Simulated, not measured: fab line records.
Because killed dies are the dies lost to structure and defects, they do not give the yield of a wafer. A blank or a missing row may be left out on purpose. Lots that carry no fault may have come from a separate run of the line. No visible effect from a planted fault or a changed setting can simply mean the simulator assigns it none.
A single fault, viewed from 2 desks	flow berkeley cmos170	each desk holds nothing but its own numbers, with what lay behind them at the end

AT THE TOOL OWNER'S DESK: lpcvd-02
The tool's own readings at UCB170_NWELL_CVD_04 (deposits Si3N4 from SiH2Cl2/NH3, target thk 224 nm, time 3360 s): means of the sampled wafers that have a number, for each lot that ran on this tool. The brackets show how far a lot's mean lies from the usual mean; more than 4 standard deviations puts the lot out of limits, marked OUT.
Columns: A = nh3 flow sccm at UCB170_NWELL_CVD_04, usual 74.97 sccm
lot	first seen here	A
L625	day 2 07:14	74.79
L628	day 3 04:19	75.03
L629	day 3 04:19	75.29
L633	day 4 00:20	74.68
L634	day 4 08:50	75.31
L635	day 4 15:28	75.17
L636	day 4 20:52	75.09
L637	day 4 20:52	74.92
Result from this desk: across the 8 lots, nothing is out of limits.

FROM THE METROLOGY DESK
Means of the sampled wafers that have a number, per lot and without regard to the tool the lot ran on: this is what the gauges read. The brackets show how far a lot's mean lies from the usual mean; more than 4 standard deviations puts the lot out of limits, marked OUT.
Columns: A = START_OXIDE_THK at UCB170_START_THK_MEAS_03, usual 20.0 nm; B = NWELL_NITRIDE_THK at UCB170_NWELL_THK_MEAS_05, usual 225.0 nm; C = WELLDRIVE_OXIDE_THK at UCB170_WELLDRIVE_THK_MEAS_02, usual 199 nm; D = SCREENOX_OXIDE_THK at UCB170_SCREENOX_THK_MEAS_02, usual 14.41 nm
lot	first seen here	A	B	C	D
L625	day 1 16:10	20.6	226.0	204	14.28
L627	day 1 21:49	19.9	224.2	196	14.22
L626	day 1 21:49	20.4	224.8	198	14.45
L628	day 2 07:29	19.9	224.2	200	14.17
L629	day 2 10:30	19.8	223.6	195	14.46
L631	day 2 18:13	19.7	222.0	199	14.60
L633	day 3 07:11	20.1	227.0	197	14.39
L634	day 3 12:41	20.4	224.5	197	14.46
L635	day 3 17:17	19.5	414.8 (+95) OUT	-	-
L636	day 3 23:20	19.7	413.8 (+94) OUT	-	-
L637	day 4 02:04	19.9	413.4 (+94) OUT	-	-
L638	day 4 10:22	19.8	224.2	201	14.32
L646	day 5 22:53	19.8	224.4	201	14.35
L645	day 5 22:54	19.6	224.4	200	14.60
L647	day 6 04:46	20.0	222.8	201	14.53
This desk's finding: out of limits on L635, L636, L637; first on L635, day 4 17:23 (NWELL_NITRIDE_THK at UCB170_NWELL_THK_MEAS_05). In limits: L625, L627, L626, L628, L629, L631, L633, L634, L638, L646, L645, L647.

ALL TOGETHER
Metrology desk: alarm possible at day 4 17:23 on L635, L636, L637.
Nothing out of limits was seen by the tool owner's desk.
On record at the tool owner's desk: L635, L636, L637, within its limits.
Every lot named ran UCB170_NWELL_CVD_04 on lpcvd-02.

WHAT THE SIMULATOR HAD INSERTED
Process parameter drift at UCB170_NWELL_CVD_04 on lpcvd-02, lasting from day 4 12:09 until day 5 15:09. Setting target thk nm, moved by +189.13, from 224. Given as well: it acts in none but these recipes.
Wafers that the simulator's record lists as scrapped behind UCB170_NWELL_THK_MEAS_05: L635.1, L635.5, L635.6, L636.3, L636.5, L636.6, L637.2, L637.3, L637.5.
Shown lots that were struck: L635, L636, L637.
Delay in hours, fault start to first out-of-limits reading, per desk: metrology desk 5.
